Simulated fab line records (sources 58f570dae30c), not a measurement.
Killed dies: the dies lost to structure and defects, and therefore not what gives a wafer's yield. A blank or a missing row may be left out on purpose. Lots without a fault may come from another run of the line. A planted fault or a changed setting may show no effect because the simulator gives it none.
Check of tool commonality + flow berkeley-cmos170 + 16 lots, 48 wafers sampled

== REASON FOR OPENING ==
UCB170_CONTACT_OVL_MEAS_16, reading CONTACT_OVL: flagged on 4 of 16 lots. Wafers without a fault read 2 nm, standard deviation 4.8.
Rule: a lot gets a flag if all its wafers with a number sit over 4 standard deviations from that mean, or if no wafer of it has a number. All remaining lots are regarded as sound.

| lot  | measured     | on         | CONTACT_OVL (nm), wafer by wafer | flag    |
|------|--------------|------------|----------------------------------|---------|
| L339 | day 7 10:12  | overlay-02 | 2 6 2                            |         |
| L341 | day 7 10:40  | overlay-01 | 9 4 6                            |         |
| L340 | day 7 11:35  | overlay-01 | 8 11 6                           |         |
| L343 | day 7 22:17  | overlay-01 | -4 -1 2                          |         |
| L344 | day 8 20:52  | overlay-02 | 0 -1 7                           |         |
| L345 | day 8 20:59  | overlay-01 | 0 1 6                            |         |
| L347 | day 9 03:02  | overlay-01 | -4 2 2                           |         |
| L346 | day 9 03:43  | overlay-02 | -4 -5 -7                         |         |
| L348 | day 9 06:40  | overlay-01 | 1 7 11                           |         |
| L350 | day 9 22:01  | overlay-01 | 134 136 135                      | FLAGGED |
| L351 | day 10 02:31 | overlay-02 | 134 130 132                      | FLAGGED |
| L353 | day 10 10:15 | overlay-01 | 130 134 129                      | FLAGGED |
| L356 | day 11 08:14 | overlay-02 | 5 1 4                            |         |
| L355 | day 11 08:53 | overlay-01 | 139 132 139                      | FLAGGED |
| L358 | day 11 13:05 | overlay-02 | 0 3 0                            |         |
| L359 | day 11 16:05 | overlay-02 | 1 1 0                            |         |
The numbers of the flagged lots are 134 nm on average: +132 nm against the usual, or +27 standard deviations.

== WHICH TOOL EACH LOT WENT THROUGH ==
The record keeps 1 process step preceding the reading, out of 331 steps on the route. Cell contents, in order: the tool; ch with the chambers the sampled wafers went through; the start.
| lot  | flag    | UCB170_CONTACT_EXPOSE_12          |
|------|---------|-----------------------------------|
| L339 |         | krf-scanner-02 ch 0, day 7 09:22  |
| L341 |         | krf-scanner-01 ch 0, day 7 10:02  |
| L340 |         | krf-scanner-02 ch 0, day 7 11:05  |
| L343 |         | krf-scanner-02 ch 0, day 7 21:48  |
| L344 |         | krf-scanner-01 ch 0, day 8 20:22  |
| L345 |         | krf-scanner-01 ch 0, day 8 20:31  |
| L347 |         | krf-scanner-01 ch 0, day 9 02:32  |
| L346 |         | krf-scanner-02 ch 0, day 9 02:58  |
| L348 |         | krf-scanner-01 ch 0, day 9 06:08  |
| L350 | FLAGGED | krf-scanner-02 ch 0, day 9 21:31  |
| L351 | FLAGGED | krf-scanner-02 ch 0, day 10 01:46 |
| L353 | FLAGGED | krf-scanner-02 ch 0, day 10 09:29 |
| L356 |         | krf-scanner-01 ch 0, day 11 07:44 |
| L355 | FLAGGED | krf-scanner-02 ch 0, day 11 08:13 |
| L358 |         | krf-scanner-01 ch 0, day 11 12:26 |
| L359 |         | krf-scanner-01 ch 0, day 11 15:35 |
What these steps do:
- UCB170_CONTACT_EXPOSE_12: exposes mask CONT, target cd 700 nm.
- UCB170_CONTACT_OVL_MEAS_16

== FLAGGED AGAINST TOTAL, ONE TOOL AT A TIME (gauges that did the reading follow at the end) ==
| step                       | tool           | lots run | flagged | share of the flagged lots | sound lots run after its first flagged lot |
|----------------------------|----------------|----------|---------|---------------------------|--------------------------------------------|
| UCB170_CONTACT_EXPOSE_12   | krf-scanner-01 | 8        | 0       | none                      | -                                          |
| UCB170_CONTACT_EXPOSE_12   | krf-scanner-02 | 8        | 4       | all                       | 0                                          |
| UCB170_CONTACT_OVL_MEAS_16 | overlay-01     | 9        | 3       | some                      | 0                                          |
| UCB170_CONTACT_OVL_MEAS_16 | overlay-02     | 7        | 1       | some                      | 3 (L356,L358,L359)                         |

== THE TABLE: WHAT IT ALLOWS ==
All flagged lots share 1 row of the table, namely krf-scanner-02 at UCB170_CONTACT_EXPOSE_12.
- krf-scanner-02 at UCB170_CONTACT_EXPOSE_12: 4 of its 8 lots flagged. Its last sound lot is L346 (day 9 02:58), its first flagged lot L350 (day 9 21:31): a fault that began between those two fits.
Left over: one tool, krf-scanner-02 at UCB170_CONTACT_EXPOSE_12.

== WHAT THE SIMULATOR PUT IN ==
Scanner matching overlay: krf-scanner-02, from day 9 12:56 on, at UCB170_CONTACT_EXPOSE_12. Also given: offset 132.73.
Struck lots among those shown: L350, L351, L353, L355. The same result came from the rule above.
